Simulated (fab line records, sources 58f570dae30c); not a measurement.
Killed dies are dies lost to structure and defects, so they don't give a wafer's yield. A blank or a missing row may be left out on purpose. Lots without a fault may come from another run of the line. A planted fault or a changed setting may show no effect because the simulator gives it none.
Split-lot experiment | flow berkeley_cmos170 | 5 lots, 23 wafers read, on a route of 331 steps

THE SPLIT
At UCB170_ACTIVE_EXPOSE_10 (exposes mask ACTIVE, target cd 1200 nm), the setting dose_mj was moved away from the recipe's 20 on 9 of the 23 wafers read, by -7.2% to +4.4%. The other wafers ran this setting at the recipe's value.

FROM THE SPLIT TO THE READING: what the file shows between them, 5 steps
- UCB170_ACTIVE_PEB_11
- UCB170_ACTIVE_DEVELOP_12: develop time 45 s
- UCB170_ACTIVE_CD_MEAS_13: target cd 1200 nm
- UCB170_ACTIVE_ETCH_15: etches Si3N4 in CH3F/Ar/O2, stops on SiO2, target depth 242 nm, time 151 s
- UCB170_ACTIVE_STRIP_16: strips in O2

THE READING
cd_nm, in nm, at UCB170_ACTIVE_CD_MEAS_90 (target cd 1200 nm). Fault-free wafers of this fab line usually give 1200.3 nm, standard deviation 1.4 nm.

wafer  | tool, chamber at the split | dose_mj as run | against the recipe | cd_nm, nm | against lot-mates on the recipe
L074.2 | krf_scanner-02, 0          | 20             | recipe             | 1199.9    | -
L074.4 | krf_scanner-02, 0          | 20             | recipe             | 1201.3    | -
L074.6 | krf_scanner-02, 0          | 20             | recipe             | 1203.0    | -
L078.1 | krf_scanner-01, 0          | 20.88          | +4.4%              | 1192.2    | -8.3
L078.2 | krf_scanner-01, 0          | 20             | recipe             | 1199.6    | -
L078.3 | krf_scanner-01, 0          | 20.88          | +4.4%              | 1193.3    | -7.2
L078.5 | krf_scanner-01, 0          | 20.88          | +4.4%              | 1191.9    | -8.6
L078.6 | krf_scanner-01, 0          | 20             | recipe             | 1201.5    | -
L079.1 | krf_scanner-01, 0          | 20             | recipe             | 1201.3    | -
L079.3 | krf_scanner-01, 0          | 20             | recipe             | 1200.0    | -
L079.4 | krf_scanner-01, 0          | 20             | recipe             | 1200.8    | -
L079.5 | krf_scanner-01, 0          | 20.8           | +4.0%              | 1193.0    | -7.7
L079.6 | krf_scanner-01, 0          | 20.8           | +4.0%              | 1193.2    | -7.5
L084.1 | krf_scanner-02, 0          | 18.57          | -7.2%              | 1214.9    | +13.7
L084.3 | krf_scanner-02, 0          | 20             | recipe             | 1201.1    | -
L084.4 | krf_scanner-02, 0          | 20             | recipe             | 1200.0    | -
L084.5 | krf_scanner-02, 0          | 18.57          | -7.2%              | 1213.3    | +12.1
L084.6 | krf_scanner-02, 0          | 20             | recipe             | 1202.5    | -
L085.1 | krf_scanner-01, 0          | 20             | recipe             | 1199.0    | -
L085.2 | krf_scanner-01, 0          | 19.19          | -4.0%              | 1207.0    | +8.2
L085.3 | krf_scanner-01, 0          | 20             | recipe             | 1199.1    | -
L085.4 | krf_scanner-01, 0          | 19.19          | -4.0%              | 1206.7    | +7.9
L085.6 | krf_scanner-01, 0          | 20             | recipe             | 1198.3    | -

THE FIT
A straight line over all 23 wafers: cd_nm changes by -1.83 nm for each +1% of dose_mj; r = -0.98; the points scatter about the line by 1.2 nm.
The same after taking each lot's own level away (the mean of its wafers on the recipe; 23 wafers): -1.85 nm for each +1%; r = -0.99; scatter 0.83 nm.
On that fit, the largest move of dose_mj shifts the reading by 13 nm.
The lots' own levels span 1198.80 to 1201.40 nm, that is 1.9 times the standard deviation above.
So the lot-to-lot level changes the slope little: the two slopes agree.
Check: with one of the wafers moved furthest among these (-7.2%) left out of the fit, the line predicts +13.1 nm for it against its lot-mates. It came out at +13.7 nm against them.

OTHER SPLITS ON THESE WAFERS
These wafers also went through other splits before the reading. Each is held against what the fit with the lots' levels taken away leaves over:
other split on the same wafers        | wafers away from the commonest value | r with cd_nm (lot level and that fit taken away)
UCB170_ZERO_COAT_01 resist_thk_nm     | 6                                    | +0.09
UCB170_NWELL_CVD_04 time_s            | 15                                   | -0.07
UCB170_NWELL_ETCH_13 over_etch_frac   | 5                                    | -0.02
UCB170_PWELL_CVD_05 sih2cl2_flow_sccm | 15                                   | +0.08

THE WHOLE CHAIN: every reading that the file lists as answering this split, in the file's order
step                     | what it does                                                               | reading                                                       | change (the file's fit)              | r (the file's)
UCB170_ACTIVE_CD_MEAS_13 | target cd 1200 nm                                                          | cd_nm                                                         | -1.84 nm for each +1% of the setting | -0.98
UCB170_ACTIVE_ETCH_15    | etches Si3N4 in CH3F/Ar/O2, stops on SiO2, target depth 242 nm, time 151 s | ACTIVE.cd_nm (the simulator's own value, which no gauge read) | -1.91 nm for each +1% of the setting | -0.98
UCB170_ACTIVE_CD_MEAS_90 | target cd 1200 nm                                                          | cd_nm                                                         | -1.86 nm for each +1% of the setting | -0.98

THE FILE'S OWN FIT
cd_nm changes by -1.86 nm for each +1% of dose_mj, r = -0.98.
